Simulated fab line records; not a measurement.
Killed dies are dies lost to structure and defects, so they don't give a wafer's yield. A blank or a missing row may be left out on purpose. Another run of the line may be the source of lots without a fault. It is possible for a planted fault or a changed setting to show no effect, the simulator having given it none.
One fault seen from 2 desks + flow berkeley-cmos170 + each desk holds nothing but its own numbers, with what lay behind them at the end

FROM THE METROLOGY DESK
Lot by lot, what the gauges showed, no matter which tool ran the lot: averages of those sampled wafers that carry a number. The brackets show how far a lot's mean lies from the usual mean; more than 4 standard deviations puts the lot out of limits, marked OUT.
Columns: A = PSD_TW at UCB170_PSD_TW_MEAS_10, usual 2299; B = cd-nm at UCB170_NSD_CD_MEAS_06, usual 1200.4 nm; C = NSD_OVL at UCB170_NSD_OVL_MEAS_07, usual 1 nm
| lot  | first seen here | A    | B      | C  |
|------|-----------------|------|--------|----|
| L474 | day 6 22:56     | 2324 | 1201.0 | 8  |
| L478 | day 7 20:22     | 2325 | 1201.5 | -7 |
| L486 | day 9 11:06     | 2324 | 1199.5 | 2  |
| L489 | day 10 00:02    | 2285 | 1198.7 | -2 |
| L488 | day 10 00:24    | 2282 | 1198.3 | -2 |
| L490 | day 10 05:48    | 2279 | 1200.7 | -4 |
Finding of this desk: none of the 6 lots has anything out of limits.

DESK OF THE TOOL OWNER: implanter-03
For each lot that ran on this tool, the mean over its sampled wafers that have a number, from the tool's own readings at UCB170_NSD_IMPLANT_08. The brackets show how far a lot's mean lies from the usual mean; more than 4 standard deviations puts the lot out of limits, marked OUT.
Columns: A = end-station-pressure-torr at UCB170_NSD_IMPLANT_08, usual 1.25e-05 Torr; B = tilt-deg at UCB170_NSD_IMPLANT_08, usual 6.998 degrees
| lot  | first seen here | A        | B               |
|------|-----------------|----------|-----------------|
| L474 | day 7 00:45     | 1.25e-05 | 7.006           |
| L486 | day 9 12:58     | 1.31e-05 | 7.741 (+39) OUT |
| L489 | day 10 02:35    | 1.21e-05 | 7.746 (+39) OUT |
This desk's verdict: out of limits on L486, L489, starting with L486 at day 9 12:58 (tilt-deg at UCB170_NSD_IMPLANT_08). L474: within limits.

ALL TOGETHER
At day 9 12:58, on L486, L489, the tool owner's desk was in a position to raise an alarm.
The metrology desk saw nothing out of limits.
The metrology desk holds a record of L486, L489, inside its limits.
The lots listed all ran UCB170_NSD_IMPLANT_08 on implanter-03.

WHAT THE SIMULATOR HAD PUT IN
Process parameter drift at UCB170_NSD_IMPLANT_08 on implanter-03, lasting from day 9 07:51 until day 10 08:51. From 7, the setting tilt-deg moved by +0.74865. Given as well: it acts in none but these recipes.
Shown lots that were struck: L486, L489.
Time in hours from fault onset to the first out-of-limits reading at each desk: the tool owner's desk, 5.
